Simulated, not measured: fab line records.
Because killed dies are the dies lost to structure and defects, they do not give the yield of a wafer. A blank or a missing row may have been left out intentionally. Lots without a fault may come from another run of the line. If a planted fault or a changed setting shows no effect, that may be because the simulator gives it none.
fab line records -- flow berkeley_cmos170
[record] lots = 5, wafers = 23
route steps=331 shown PSD@178 NSD@195 BACKSIDE@202 SDANNEAL@204 NLDD@209 SILICIDE@211 M1@238
start_h: start of the lot's first displayed wafer, in hours after the record's first day -- wait_h: how many hours have passed since the lot's step before this one -- " the same as in the row above -- L1.1+2: a row that stands for several wafers -- - no value, or no start given -- * or withheld: withheld -- < > ~ a bound
route shown NAME@n: names a module that has steps shown in the file, with the first one's number in the route -- usual: mean/standard deviation taken from wafers without a fault -- same: alike in all rows -- chamber/n: place in a boat -- sites: the reading at each site -- _std_site: the standard deviation of these -- _edge_site: mean of outer sites minus mean of inner sites -- radius_mm: for every site, how far away it sits from the centre of the wafer -- mask NAME#n: copy n -- behind: the last tool/chamber to shape the wafer -- hold: why the lot was held/for how many hours/how that ended -- device: the transistor (n, p or np) that didn't switch -- end of line: at the end of the route, the tests of the same wafers -- where a step has no rows: the recipe by itself -- killed: not the wafer's yield, but the dies lost to structure and defects at the first sort -- map: a wafer's dies, marking killed ones x, the rest . and places with no die _
set.NAME: the setting as run; set.NAME@STEP: as run at that earlier step -- model.NAME: the simulator's own value behind a step, which no gauge read
lots with deliberately changed settings; one table per step, one row per wafer
[[steps]]
[step UCB170_PSD_EXPOSE_03]
[recipe] mask_id = PSELECT_MOD, na = 0.5, sigma_outer = 0.6, source_shape = conventional, target_cd_nm = 1200, dose_mj = 30
lot.wafer,tool,chamber,start_h,wait_h,mask,set.dose_mj
L074.1+3+4+5+6,krf_scanner-02,0,123.03,0.1,PSELECT_MOD#0,30
L075.1+2+4,krf_scanner-01,0,133.61,0.2,PSELECT_MOD#0,30
L079.1+2+4,krf_scanner-02,0,160.74,0.4,PSELECT_MOD#0,30
L079.5+6,krf_scanner-02,0,160.74,0.4,PSELECT_MOD#0,28.72
L081.1+2+3+4+6,krf_scanner-02,0,169.12,0.1,PSELECT_MOD#0,30
L084.1+3,krf_scanner-02,0,180.53,0.2,PSELECT_MOD#0,30
L084.2+4+5,krf_scanner-02,0,180.53,0.2,PSELECT_MOD#0,28.6
[step UCB170_PSD_PEB_04]
[recipe] peb_temp_c = 130, peb_time_s = withheld, resist = KrF
[step UCB170_PSD_DEVELOP_05]
[recipe] developer = TMAH, develop_time_s = 45, resist = KrF, dev_temp_c = 21
[step UCB170_PSD_CD_MEAS_06]
[recipe] target_cd_nm = 1200
[usual] cd_nm = 1200.1/2.1
lot.wafer,tool,chamber,start_h,wait_h,set.dose_mj@PSD_EXPOSE_03,cd_nm
L074.1,cd_sem-01,-,123.76,-,30,1201.9
L074.3,cd_sem-01,-,123.76,-,30,1202.3
L074.4,cd_sem-01,-,123.76,-,30,1202.2
L074.5,cd_sem-01,-,123.76,-,30,1200.7
L074.6,cd_sem-01,-,123.76,-,30,1201.4
L075.1,cd_sem-02,-,134.66,-,30,1200.9
L075.2,cd_sem-02,-,134.66,-,30,1200.9
L075.4,cd_sem-02,-,134.66,-,30,1201.8
L079.1,cd_sem-01,-,161.13,-,30,1197.6
L079.2,cd_sem-01,-,161.13,-,30,1196.6
L079.4,cd_sem-01,-,161.13,-,30,1196.7
L079.5,cd_sem-01,-,161.13,-,28.72,1189.3
L079.6,cd_sem-01,-,161.13,-,28.72,1190.9
L081.1,cd_sem-02,-,169.90,-,30,1200.4
L081.2,cd_sem-02,-,169.90,-,30,1199.6
L081.3,cd_sem-02,-,169.90,-,30,1200.7
L081.4,cd_sem-02,-,169.90,-,30,1201.3
L081.6,cd_sem-02,-,169.90,-,30,1200.9
L084.1,cd_sem-02,-,181.56,-,30,1201.8
L084.2,cd_sem-02,-,181.56,-,28.6,1193.5
L084.3,cd_sem-02,-,181.56,-,30,1202.7
L084.4,cd_sem-02,-,181.56,-,28.6,1193.1
L084.5,cd_sem-02,-,181.56,-,28.6,1193.3
[step UCB170_PSD_IMPLANT_08]
[recipe] species = B, dose_cm2 = 3e+15, energy_kev = 20, tilt_deg = 7
lot.wafer,tool,chamber,start_h,wait_h,set.dose_cm2
L074.1+3+4,implanter-02,0,123.91,0.0,3.151e+15
L074.5+6,implanter-02,0,123.91,0.0,3e+15
L075.1+2+4,implanter-02,0,134.81,0.0,3e+15
L079.1+2+4+5+6,implanter-02,0,161.29,0.0,3e+15
L081.1+6,implanter-03,0,170.06,0.0,3e+15
L081.2+3+4,implanter-03,0,170.06,0.0,3.181e+15
L084.1+2,implanter-02,0,181.71,0.0,3e+15
L084.3+4+5,implanter-02,0,181.71,0.0,3.082e+15
[step UCB170_PSD_STRIP_09]
[recipe] chemistry = O2, power_w = 400, pressure_mtorr = 3500, platen_temp_c = withheld, o2_flow_sccm = 400, overash_fraction = 0.5
[usual] strip_time_to_endpoint_s = 29.37/0.072
lot.wafer,tool,chamber,start_h,wait_h,set.dose_cm2@PSD_IMPLANT_08,strip_time_to_endpoint_s
L074.1,plasma_asher-02,0,124.06,0.1,3.151e+15,29.86
L074.3,plasma_asher-02,0,124.06,0.1,3.151e+15,29.89
L074.4,plasma_asher-02,1,124.06,0.1,3.151e+15,29.82
L074.5,plasma_asher-02,1,124.06,0.1,3e+15,29.39
L074.6,plasma_asher-02,0,124.06,0.1,3e+15,29.33
L075.1,plasma_asher-04,0,134.96,0.1,3e+15,29.31
L075.2,plasma_asher-04,1,134.96,0.1,3e+15,29.36
L075.4,plasma_asher-04,0,134.96,0.1,3e+15,29.36
L079.1,plasma_asher-04,1,161.44,0.1,3e+15,29.52
L079.2,plasma_asher-04,0,161.44,0.1,3e+15,29.52
L079.4,plasma_asher-04,1,161.44,0.1,3e+15,29.47
L079.5,plasma_asher-04,0,161.44,0.1,3e+15,29.37
L079.6,plasma_asher-04,1,161.44,0.1,3e+15,29.44
L081.1,plasma_asher-01,1,170.21,0.1,3e+15,29.34
L081.2,plasma_asher-01,0,170.21,0.1,3.181e+15,29.93
L081.3,plasma_asher-01,0,170.21,0.1,3.181e+15,29.92
L081.4,plasma_asher-01,1,170.21,0.1,3.181e+15,29.98
L081.6,plasma_asher-01,1,170.21,0.1,3e+15,29.35
L084.1,plasma_asher-01,0,181.86,0.1,3e+15,29.49
L084.2,plasma_asher-01,1,181.86,0.1,3e+15,29.43
L084.3,plasma_asher-01,0,181.86,0.1,3.082e+15,29.72
L084.4,plasma_asher-01,1,181.86,0.1,3.082e+15,29.72
L084.5,plasma_asher-01,1,181.86,0.1,3.082e+15,29.67
[step UCB170_PSD_TW_MEAS_10]
[usual] PSD_TW = 2325/7.7
lot.wafer,tool,chamber,start_h,wait_h,set.dose_cm2@PSD_IMPLANT_08,PSD_TW
L074.1,film_metro-02,-,124.16,0.1,3.151e+15,2354
L074.3,film_metro-02,-,124.16,0.1,3.151e+15,2359
L074.4,film_metro-02,-,124.16,0.1,3.151e+15,2368
L074.5,film_metro-02,-,124.16,0.1,3e+15,2325
L074.6,film_metro-02,-,124.16,0.1,3e+15,2331
L075.1,film_metro-02,-,135.06,0.1,3e+15,2328
L075.2,film_metro-02,-,135.06,0.1,3e+15,2330
L075.4,film_metro-02,-,135.06,0.1,3e+15,2329
L079.1,film_metro-02,-,161.54,0.1,3e+15,2346
L079.2,film_metro-02,-,161.54,0.1,3e+15,2326
L079.4,film_metro-02,-,161.54,0.1,3e+15,2339
L079.5,film_metro-02,-,161.54,0.1,3e+15,2331
L079.6,film_metro-02,-,161.54,0.1,3e+15,2329
L081.1,film_metro-02,-,170.31,0.1,3e+15,2334
L081.2,film_metro-02,-,170.31,0.1,3.181e+15,2365
L081.3,film_metro-02,-,170.31,0.1,3.181e+15,2374
L081.4,film_metro-02,-,170.31,0.1,3.181e+15,2367
L081.6,film_metro-02,-,170.31,0.1,3e+15,2317
L084.1,film_metro-04,-,181.96,0.1,3e+15,2328
L084.2,film_metro-04,-,181.96,0.1,3e+15,2325
L084.3,film_metro-04,-,181.96,0.1,3.082e+15,2353
L084.4,film_metro-04,-,181.96,0.1,3.082e+15,2345
L084.5,film_metro-04,-,181.96,0.1,3.082e+15,2351
[step UCB170_NSD_IMPLANT_08]
[recipe] species = P, dose_cm2 = 3e+15, energy_kev = 40, tilt_deg = 7
lot.wafer,tool,chamber,start_h,wait_h,set.dose_cm2
L074.1+3+4+5+6,implanter-04,0,125.79,0.0,3e+15
L075.1+2+4,implanter-02,0,136.70,0.0,3e+15
L079.1+6,implanter-02,0,163.40,0.0,3e+15
L079.2+4+5,implanter-02,0,163.40,0.0,2.884e+15
L081.1+3,implanter-01,0,171.92,0.0,2.849e+15
L081.2+4+6,implanter-01,0,171.92,0.0,3e+15
L084.1+5,implanter-02,0,184.30,0.0,3e+15
L084.2+3+4,implanter-02,0,184.30,0.0,3.095e+15
[step UCB170_NSD_STRIP_09]
[recipe] chemistry = O2, power_w = 400, pressure_mtorr = 3500, platen_temp_c = withheld, o2_flow_sccm = 400, overash_fraction = 0.5
[usual] strip_time_to_endpoint_s = 35.79/0.051
lot.wafer,tool,chamber,start_h,wait_h,set.dose_cm2@NSD_IMPLANT_08,strip_time_to_endpoint_s
L074.1,plasma_asher-03,1,125.94,0.1,3e+15,35.74
L074.3,plasma_asher-03,1,125.94,0.1,3e+15,35.82
L074.4,plasma_asher-03,0,125.94,0.1,3e+15,35.77
L074.5,plasma_asher-03,1,125.94,0.1,3e+15,35.70
L074.6,plasma_asher-03,0,125.94,0.1,3e+15,35.71
L075.1,plasma_asher-04,1,136.85,0.1,3e+15,35.76
L075.2,plasma_asher-04,0,136.85,0.1,3e+15,35.76
L075.4,plasma_asher-04,0,136.85,0.1,3e+15,35.79
L079.1,plasma_asher-04,1,163.55,0.1,3e+15,35.74
L079.2,plasma_asher-04,0,163.55,0.1,2.884e+15,35.40
L079.4,plasma_asher-04,0,163.55,0.1,2.884e+15,35.39
L079.5,plasma_asher-04,1,163.55,0.1,2.884e+15,35.39
L079.6,plasma_asher-04,0,163.55,0.1,3e+15,35.81
L081.1,plasma_asher-01,1,172.07,0.1,2.849e+15,35.38
L081.2,plasma_asher-01,0,172.07,0.1,3e+15,35.89
L081.3,plasma_asher-01,0,172.07,0.1,2.849e+15,35.40
L081.4,plasma_asher-01,1,172.07,0.1,3e+15,35.82
L081.6,plasma_asher-01,0,172.07,0.1,3e+15,35.88
L084.1,plasma_asher-01,0,184.45,0.1,3e+15,35.76
L084.2,plasma_asher-01,1,184.45,0.1,3.095e+15,36.14
L084.3,plasma_asher-01,1,184.45,0.1,3.095e+15,36.12
L084.4,plasma_asher-01,0,184.45,0.1,3.095e+15,36.01
L084.5,plasma_asher-01,0,184.45,0.1,3e+15,35.80
[step UCB170_BACKSIDE_STRIP_03]
[recipe] chemistry = O2, power_w = 400, pressure_mtorr = 3500, platen_temp_c = withheld, o2_flow_sccm = 400, overash_fraction = 0.5
[usual] oes_product_au = 0.735/0.0041, strip_time_to_endpoint_s = 21.96/0.06
lot.wafer,tool,chamber,start_h,wait_h,set.power_w,oes_product_au,strip_time_to_endpoint_s
L074.1,plasma_asher-01,1,126.73,0.1,400,0.734,21.92
L074.3,plasma_asher-01,1,126.73,0.1,400,0.731,21.99
L074.4,plasma_asher-01,0,126.73,0.1,415.8,0.751,21.39
L074.5,plasma_asher-01,0,126.73,0.1,415.8,0.748,21.37
L074.6,plasma_asher-01,1,126.73,0.1,415.8,0.747,21.41
L075.1,plasma_asher-01,0,138.16,0.1,400,0.736,21.95
L075.2,plasma_asher-01,1,138.16,0.1,400,0.741,22.04
L075.4,plasma_asher-01,0,138.16,0.1,400,0.736,22.00
L079.1,plasma_asher-03,1,164.43,0.1,400,0.741,21.90
L079.2,plasma_asher-03,0,164.43,0.1,376.9,0.713,22.88
L079.4,plasma_asher-03,0,164.43,0.1,376.9,0.717,22.87
L079.5,plasma_asher-03,0,164.43,0.1,400,0.730,21.96
L079.6,plasma_asher-03,1,164.43,0.1,400,0.737,21.85
L081.1,plasma_asher-03,0,173.25,0.1,363.2,0.695,23.60
L081.2,plasma_asher-03,1,173.25,0.1,400,0.734,21.98
L081.3,plasma_asher-03,1,173.25,0.1,400,0.731,21.92
L081.4,plasma_asher-03,0,173.25,0.1,363.2,0.702,23.68
L081.6,plasma_asher-03,1,173.25,0.1,400,0.739,21.94
L084.1,plasma_asher-01,1,185.40,0.1,379.3,0.713,22.85
L084.2,plasma_asher-01,0,185.40,0.1,379.3,0.715,22.88
L084.3,plasma_asher-01,1,185.40,0.1,400,0.738,22.00
L084.4,plasma_asher-01,0,185.40,0.1,379.3,0.716,22.92
L084.5,plasma_asher-01,1,185.40,0.1,400,0.738,22.08
[step UCB170_BACKSIDE_CLEAN_04]
[recipe] chemistry = SPM, temp_c = 120, time_s = 600
[step UCB170_SDANNEAL_RTA_00]
[recipe] temp_c = 900, time_s = 10, ambient = N2
[step UCB170_SDANNEAL_RTA_01]
[recipe] temp_c = 1050, time_s = 5, ambient = N2
[step UCB170_SDANNEAL_RS_MEAS_02]
[recipe] thk_meas_gauge = four-point-probe
[usual] PSD_RS = 75.65/0.26
lot.wafer,tool,chamber,start_h,wait_h,set.dose_cm2@PSD_IMPLANT_08,PSD_RS[ohm/sq]
L074.1,film_metro-02,-,127.13,0.0,3.151e+15,72.84
L074.3,film_metro-02,-,127.13,0.0,3.151e+15,72.70
L074.4,film_metro-02,-,127.13,0.0,3.151e+15,72.88
L074.5,film_metro-02,-,127.13,0.0,3e+15,75.59
L074.6,film_metro-02,-,127.13,0.0,3e+15,75.86
L075.1,film_metro-04,-,138.69,0.1,3e+15,75.68
L075.2,film_metro-04,-,138.69,0.1,3e+15,75.48
L075.4,film_metro-04,-,138.69,0.1,3e+15,75.32
L079.1,film_metro-01,-,164.96,0.0,3e+15,75.37
L079.2,film_metro-01,-,164.96,0.0,3e+15,75.31
L079.4,film_metro-01,-,164.96,0.0,3e+15,75.42
L079.5,film_metro-01,-,164.96,0.0,3e+15,75.42
L079.6,film_metro-01,-,164.96,0.0,3e+15,75.47
L081.1,film_metro-02,-,173.65,0.0,3e+15,75.98
L081.2,film_metro-02,-,173.65,0.0,3.181e+15,72.63
L081.3,film_metro-02,-,173.65,0.0,3.181e+15,72.47
L081.4,film_metro-02,-,173.65,0.0,3.181e+15,72.14
L081.6,film_metro-02,-,173.65,0.0,3e+15,75.90
L084.1,film_metro-02,-,185.84,0.0,3e+15,75.50
L084.2,film_metro-02,-,185.84,0.0,3e+15,75.44
L084.3,film_metro-02,-,185.84,0.0,3.082e+15,73.86
L084.4,film_metro-02,-,185.84,0.0,3.082e+15,73.61
L084.5,film_metro-02,-,185.84,0.0,3.082e+15,74.08
[step UCB170_SDANNEAL_RS_MEAS_03]
[recipe] thk_meas_gauge = four-point-probe
[usual] NSD_RS = 37.26/0.084
lot.wafer,tool,chamber,start_h,wait_h,set.dose_cm2@NSD_IMPLANT_08,NSD_RS[ohm/sq]
L074.1,film_metro-02,-,127.25,0.1,3e+15,37.37
L074.3,film_metro-02,-,127.25,0.1,3e+15,37.25
L074.4,film_metro-02,-,127.25,0.1,3e+15,37.34
L074.5,film_metro-02,-,127.25,0.1,3e+15,37.25
L074.6,film_metro-02,-,127.25,0.1,3e+15,37.38
L075.1,film_metro-04,-,138.81,0.1,3e+15,37.32
L075.2,film_metro-04,-,138.81,0.1,3e+15,37.22
L075.4,film_metro-04,-,138.81,0.1,3e+15,37.28
L079.1,film_metro-01,-,165.08,0.1,3e+15,37.45
L079.2,film_metro-01,-,165.08,0.1,2.884e+15,38.01
L079.4,film_metro-01,-,165.08,0.1,2.884e+15,38.04
L079.5,film_metro-01,-,165.08,0.1,2.884e+15,37.99
L079.6,film_metro-01,-,165.08,0.1,3e+15,37.27
L081.1,film_metro-02,-,173.77,0.1,2.849e+15,38.06
L081.2,film_metro-02,-,173.77,0.1,3e+15,37.10
L081.3,film_metro-02,-,173.77,0.1,2.849e+15,38.10
L081.4,film_metro-02,-,173.77,0.1,3e+15,37.18
L081.6,film_metro-02,-,173.77,0.1,3e+15,37.07
L084.1,film_metro-02,-,185.96,0.1,3e+15,37.30
L084.2,film_metro-02,-,185.96,0.1,3.095e+15,36.67
L084.3,film_metro-02,-,185.96,0.1,3.095e+15,36.64
L084.4,film_metro-02,-,185.96,0.1,3.095e+15,36.71
L084.5,film_metro-02,-,185.96,0.1,3e+15,37.20
[step UCB170_SDANNEAL_RS_MEAS_05]
[recipe] thk_meas_gauge = four-point-probe
[usual] NLDD_RS = 616.5/1.8
lot.wafer,tool,chamber,start_h,wait_h,set.dose_cm2@NLDD_IMPLANT_09,NLDD_RS[ohm/sq]
L074.1,film_metro-02,-,127.49,0.1,5e+13,616.2
L074.3,film_metro-02,-,127.49,0.1,4.844e+13,624.8
L074.4,film_metro-02,-,127.49,0.1,4.844e+13,620.5
L074.5,film_metro-02,-,127.49,0.1,5e+13,615.6
L074.6,film_metro-02,-,127.49,0.1,5e+13,615.2
L075.1,film_metro-04,-,139.05,0.1,5e+13,616.8
L075.2,film_metro-04,-,139.05,0.1,5e+13,620.3
L075.4,film_metro-04,-,139.05,0.1,5e+13,617.7
L079.1,film_metro-01,-,165.32,0.1,5e+13,616.7
L079.2,film_metro-01,-,165.32,0.1,5e+13,616.3
L079.4,film_metro-01,-,165.32,0.1,5e+13,615.2
L079.5,film_metro-01,-,165.32,0.1,5e+13,617.0
L079.6,film_metro-01,-,165.32,0.1,5e+13,613.5
L081.1,film_metro-02,-,174.01,0.1,5.371e+13,600.8
L081.2,film_metro-02,-,174.01,0.1,5e+13,617.0
L081.3,film_metro-02,-,174.01,0.1,5e+13,613.9
L081.4,film_metro-02,-,174.01,0.1,5.371e+13,599.1
L081.6,film_metro-02,-,174.01,0.1,5.371e+13,600.6
L084.1,film_metro-02,-,186.20,0.1,5.201e+13,606.3
L084.2,film_metro-02,-,186.20,0.1,5e+13,614.1
L084.3,film_metro-02,-,186.20,0.1,5e+13,615.3
L084.4,film_metro-02,-,186.20,0.1,5.201e+13,605.8
L084.5,film_metro-02,-,186.20,0.1,5.201e+13,605.6
[step UCB170_SILICIDE_SPUTTER_01]
[recipe] material = Ti, target_thk_nm = 30, time_s = 25, power_w = 1500, chamber_pressure_pa = 0.5
lot.wafer,tool,chamber,start_h,wait_h,set.power_w,model.Ti_of_SILICIDE_SPUTTER_01.thk_nm
L074.1,pvd_sputter-01,-,127.68,0.0,1500,29.89
L074.3,pvd_sputter-01,-,127.68,0.0,1500,29.65
L074.4,pvd_sputter-01,-,127.68,0.0,1500,29.96
L074.5,pvd_sputter-01,-,127.68,0.0,1500,30
L074.6,pvd_sputter-01,-,127.68,0.0,1500,29.69
L075.1,pvd_sputter-04,-,139.24,0.0,1500,30.34
L075.2,pvd_sputter-04,-,139.24,0.0,1500,30.15
L075.4,pvd_sputter-04,-,139.24,0.0,1500,29.88
L079.1,pvd_sputter-04,-,165.50,0.0,1432,29.13
L079.2,pvd_sputter-04,-,165.50,0.0,1500,30.1
L079.4,pvd_sputter-04,-,165.50,0.0,1500,30.37
L079.5,pvd_sputter-04,-,165.50,0.0,1432,28.87
L079.6,pvd_sputter-04,-,165.50,0.0,1500,30.03
L081.1,pvd_sputter-04,-,174.20,0.0,1500,30.18
L081.2,pvd_sputter-04,-,174.20,0.0,1500,29.95
L081.3,pvd_sputter-04,-,174.20,0.0,1500,30
L081.4,pvd_sputter-04,-,174.20,0.0,1500,30.43
L081.6,pvd_sputter-04,-,174.20,0.0,1500,30.1
L084.1,pvd_sputter-04,-,186.38,0.0,1500,30
L084.2,pvd_sputter-04,-,186.38,0.0,1381,27.78
L084.3,pvd_sputter-04,-,186.38,0.0,1381,28.29
L084.4,pvd_sputter-04,-,186.38,0.0,1500,30.41
L084.5,pvd_sputter-04,-,186.38,0.0,1500,30.24
[step UCB170_SILICIDE_RS_MEAS_02]
[recipe] thk_meas_gauge = four-point-probe, reads = Ti_of_SILICIDE_SPUTTER_01
[usual] SILICIDE_TI_RS = 26.2/0.33
lot.wafer,tool,chamber,start_h,wait_h,set.power_w@SILICIDE_SPUTTER_01,SILICIDE_TI_RS[ohm/sq]
L074.1,film_metro-03,-,127.71,0.0,1500,26.1
L074.3,film_metro-03,-,127.71,0.0,1500,26.4
L074.4,film_metro-03,-,127.71,0.0,1500,26.1
L074.5,film_metro-03,-,127.71,0.0,1500,26.1
L074.6,film_metro-03,-,127.71,0.0,1500,26.3
L075.1,film_metro-01,-,139.27,0.0,1500,25.8
L075.2,film_metro-01,-,139.27,0.0,1500,26.0
L075.4,film_metro-01,-,139.27,0.0,1500,26.2
L079.1,film_metro-04,-,165.53,0.0,1432,27.1
L079.2,film_metro-04,-,165.53,0.0,1500,26.0
L079.4,film_metro-04,-,165.53,0.0,1500,25.7
L079.5,film_metro-04,-,165.53,0.0,1432,27.3
L079.6,film_metro-04,-,165.53,0.0,1500,26.1
L081.1,film_metro-01,-,174.23,0.0,1500,25.9
L081.2,film_metro-01,-,174.23,0.0,1500,26.2
L081.3,film_metro-01,-,174.23,0.0,1500,26.2
L081.4,film_metro-01,-,174.23,0.0,1500,25.7
L081.6,film_metro-01,-,174.23,0.0,1500,26.0
L084.1,film_metro-04,-,186.41,0.0,1500,26.2
L084.2,film_metro-04,-,186.41,0.0,1381,28.6
L084.3,film_metro-04,-,186.41,0.0,1381,28.0
L084.4,film_metro-04,-,186.41,0.0,1500,25.7
L084.5,film_metro-04,-,186.41,0.0,1500,25.9
[step UCB170_SILICIDE_THK_MEAS_03]
[recipe] thk_meas_gauge = xrf, reads = Ti_of_SILICIDE_SPUTTER_01
[usual] SILICIDE_TI_THK = 30.7/0.39
lot.wafer,tool,chamber,start_h,wait_h,set.power_w@SILICIDE_SPUTTER_01,SILICIDE_TI_THK[nm]
L074.1,film_metro-03,-,127.83,0.1,1500,31.0
L074.3,film_metro-03,-,127.83,0.1,1500,30.5
L074.4,film_metro-03,-,127.83,0.1,1500,30.8
L074.5,film_metro-03,-,127.83,0.1,1500,30.8
L074.6,film_metro-03,-,127.83,0.1,1500,30.5
L075.1,film_metro-01,-,139.39,0.1,1500,31.2
L075.2,film_metro-01,-,139.39,0.1,1500,31.1
L075.4,film_metro-01,-,139.39,0.1,1500,30.8
L079.1,film_metro-04,-,165.65,0.1,1432,30.0
L079.2,film_metro-04,-,165.65,0.1,1500,30.9
L079.4,film_metro-04,-,165.65,0.1,1500,31.2
L079.5,film_metro-04,-,165.65,0.1,1432,29.6
L079.6,film_metro-04,-,165.65,0.1,1500,30.9
L081.1,film_metro-01,-,174.35,0.1,1500,31.1
L081.2,film_metro-01,-,174.35,0.1,1500,30.8
L081.3,film_metro-01,-,174.35,0.1,1500,31.0
L081.4,film_metro-01,-,174.35,0.1,1500,31.4
L081.6,film_metro-01,-,174.35,0.1,1500,31.0
L084.1,film_metro-04,-,186.53,0.1,1500,30.9
L084.2,film_metro-04,-,186.53,0.1,1381,28.5
L084.3,film_metro-04,-,186.53,0.1,1381,29.2
L084.4,film_metro-04,-,186.53,0.1,1500,31.2
L084.5,film_metro-04,-,186.53,0.1,1500,31.3
[step UCB170_M1_SPUTTER_00]
[recipe] material = Al, target_thk_nm = 600, time_s = 80, power_w = 6000, chamber_pressure_pa = 0.5
lot.wafer,tool,chamber,start_h,wait_h,set.power_w,model.Al_of_M1_SPUTTER_00.thk_nm
L074.1,pvd_sputter-03,-,132.54,0.0,6000,601.9
L074.3,pvd_sputter-03,-,132.54,0.0,6000,604.8
L074.4,pvd_sputter-03,-,132.54,0.0,6000,600.7
L074.5,pvd_sputter-03,-,132.54,0.0,6000,598.2
L074.6,pvd_sputter-03,-,132.54,0.0,6000,601.3
L075.1,pvd_sputter-03,-,147.16,0.0,6000,593.3
L075.2,pvd_sputter-03,-,147.16,0.0,6000,600.5
L075.4,pvd_sputter-03,-,147.16,0.0,6000,595.8
L079.1,pvd_sputter-03,-,171.39,0.0,6000,603.5
L079.2,pvd_sputter-03,-,171.39,0.0,6000,600.6
L079.4,pvd_sputter-03,-,171.39,0.0,6000,602.4
L079.5,pvd_sputter-03,-,171.39,0.0,6000,600.2
L079.6,pvd_sputter-03,-,171.39,0.0,6000,600.5
L081.1,pvd_sputter-04,-,179.45,0.0,6000,599.5
L081.2,pvd_sputter-04,-,179.45,0.0,6000,594.2
L081.3,pvd_sputter-04,-,179.45,0.0,6588,662
L081.4,pvd_sputter-04,-,179.45,0.0,6588,651.1
L081.6,pvd_sputter-04,-,179.45,0.0,6000,599
L084.1,pvd_sputter-03,-,191.62,0.0,5724,575.7
L084.2,pvd_sputter-03,-,191.62,0.0,6000,614.3
L084.3,pvd_sputter-03,-,191.62,0.0,6000,610.3
L084.4,pvd_sputter-03,-,191.62,0.0,5724,581.1
L084.5,pvd_sputter-03,-,191.62,0.0,6000,613.6
[step UCB170_M1_RS_MEAS_01]
[recipe] thk_meas_gauge = four-point-probe, reads = Al_of_M1_SPUTTER_00
[usual] M1_AL_RS = 0.0485/0.00046
lot.wafer,tool,chamber,start_h,wait_h,set.power_w@M1_SPUTTER_00,M1_AL_RS[ohm/sq]
L074.1,film_metro-01,-,132.60,0.0,6000,0.0484
L074.3,film_metro-01,-,132.60,0.0,6000,0.0482
L074.4,film_metro-01,-,132.60,0.0,6000,0.0485
L074.5,film_metro-01,-,132.60,0.0,6000,0.0487
L074.6,film_metro-01,-,132.60,0.0,6000,0.0484
L075.1,film_metro-02,-,147.22,0.0,6000,0.0489
L075.2,film_metro-02,-,147.22,0.0,6000,0.0483
L075.4,film_metro-02,-,147.22,0.0,6000,0.0488
L079.1,film_metro-04,-,171.45,0.0,6000,0.0483
L079.2,film_metro-04,-,171.45,0.0,6000,0.0484
L079.4,film_metro-04,-,171.45,0.0,6000,0.0483
L079.5,film_metro-04,-,171.45,0.0,6000,0.0484
L079.6,film_metro-04,-,171.45,0.0,6000,0.0485
L081.1,film_metro-02,-,179.51,0.0,6000,0.0485
L081.2,film_metro-02,-,179.51,0.0,6000,0.0489
L081.3,film_metro-02,-,179.51,0.0,6588,0.0438
L081.4,film_metro-02,-,179.51,0.0,6588,0.0446
L081.6,film_metro-02,-,179.51,0.0,6000,0.0485
L084.1,film_metro-04,-,191.68,0.0,5724,0.0506
L084.2,film_metro-04,-,191.68,0.0,6000,0.0474
L084.3,film_metro-04,-,191.68,0.0,6000,0.0478
L084.4,film_metro-04,-,191.68,0.0,5724,0.0502
L084.5,film_metro-04,-,191.68,0.0,6000,0.0474
[step UCB170_M1_THK_MEAS_02]
[recipe] thk_meas_gauge = xrf, reads = Al_of_M1_SPUTTER_00
[usual] M1_AL_THK = 604/6.2
lot.wafer,tool,chamber,start_h,wait_h,set.power_w@M1_SPUTTER_00,M1_AL_THK[nm]
L074.1,film_metro-01,-,132.72,0.1,6000,607
L074.3,film_metro-01,-,132.72,0.1,6000,608
L074.4,film_metro-01,-,132.72,0.1,6000,605
L074.5,film_metro-01,-,132.72,0.1,6000,601
L074.6,film_metro-01,-,132.72,0.1,6000,607
L075.1,film_metro-02,-,147.34,0.1,6000,602
L075.2,film_metro-02,-,147.34,0.1,6000,605
L075.4,film_metro-02,-,147.34,0.1,6000,600
L079.1,film_metro-04,-,171.57,0.1,6000,606
L079.2,film_metro-04,-,171.57,0.1,6000,600
L079.4,film_metro-04,-,171.57,0.1,6000,605
L079.5,film_metro-04,-,171.57,0.1,6000,597
L079.6,film_metro-04,-,171.57,0.1,6000,602
L081.1,film_metro-02,-,179.63,0.1,6000,608
L081.2,film_metro-02,-,179.63,0.1,6000,601
L081.3,film_metro-02,-,179.63,0.1,6588,673
L081.4,film_metro-02,-,179.63,0.1,6588,659
L081.6,film_metro-02,-,179.63,0.1,6000,604
L084.1,film_metro-04,-,191.80,0.1,5724,573
L084.2,film_metro-04,-,191.80,0.1,6000,618
L084.3,film_metro-04,-,191.80,0.1,6000,615
L084.4,film_metro-04,-,191.80,0.1,5724,582
L084.5,film_metro-04,-,191.80,0.1,6000,614
[[key]]
[split] step = UCB170_PSD_EXPOSE_03, setting = dose_mj, stated = 30, by = wafer
[response] step = UCB170_PSD_CD_MEAS_06, reading = cd_nm, change = +1.78, per = 1%, r = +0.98
[split] step = UCB170_PSD_IMPLANT_08, setting = dose_cm2, stated = 3e+15, by = wafer
[response] step = UCB170_PSD_STRIP_09, reading = strip_time_to_endpoint_s, change = *, per = 1%, r = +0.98
[response] step = UCB170_PSD_TW_MEAS_10, reading = PSD_TW, change = +7.02, per = 1%, r = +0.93
[response] step = UCB170_SDANNEAL_RS_MEAS_02, reading = PSD_RS, change = -0.584, per = 1%, r = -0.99
[split] step = UCB170_NSD_IMPLANT_08, setting = dose_cm2, stated = 3e+15, by = wafer
[response] step = UCB170_NSD_STRIP_09, reading = strip_time_to_endpoint_s, change = *, per = 1%, r = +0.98
[response] step = UCB170_SDANNEAL_RS_MEAS_03, reading = NSD_RS, change = -0.183, per = 1%, r = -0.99
[split] step = UCB170_BACKSIDE_STRIP_03, setting = power_w, stated = 400, by = wafer
[response] step = UCB170_BACKSIDE_STRIP_03, reading = oes_product_au, change = +0.004, per = 1%, r = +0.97
[response] step = UCB170_BACKSIDE_STRIP_03, reading = strip_time_to_endpoint_s, change = *, per = 1%, r = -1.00
[split] step = UCB170_SILICIDE_SPUTTER_01, setting = power_w, stated = 1500, by = wafer
[response] step = UCB170_SILICIDE_SPUTTER_01, reading = model.Ti_of_SILICIDE_SPUTTER_01.thk_nm, change = +0.271, per = 1%, r = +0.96
[response] step = UCB170_SILICIDE_RS_MEAS_02, reading = SILICIDE_TI_RS, change = -0.293, per = 1%, r = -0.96
[response] step = UCB170_SILICIDE_THK_MEAS_03, reading = SILICIDE_TI_THK, change = +0.278, per = 1%, r = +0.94
[split] step = UCB170_M1_SPUTTER_00, setting = power_w, stated = 6000, by = wafer
[response] step = UCB170_M1_SPUTTER_00, reading = model.Al_of_M1_SPUTTER_00.thk_nm, change = +6.28, per = 1%, r = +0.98
[response] step = UCB170_M1_RS_MEAS_01, reading = M1_AL_RS, change = -0.000484, per = 1%, r = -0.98
[response] step = UCB170_M1_THK_MEAS_02, reading = M1_AL_THK, change = +6.67, per = 1%, r = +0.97
split outside_this_file step=UCB170_NLDD_IMPLANT_09 setting=dose_cm2
// split outside_this_file: this setting was split too, and the file shows its column; the key of that split is in another file
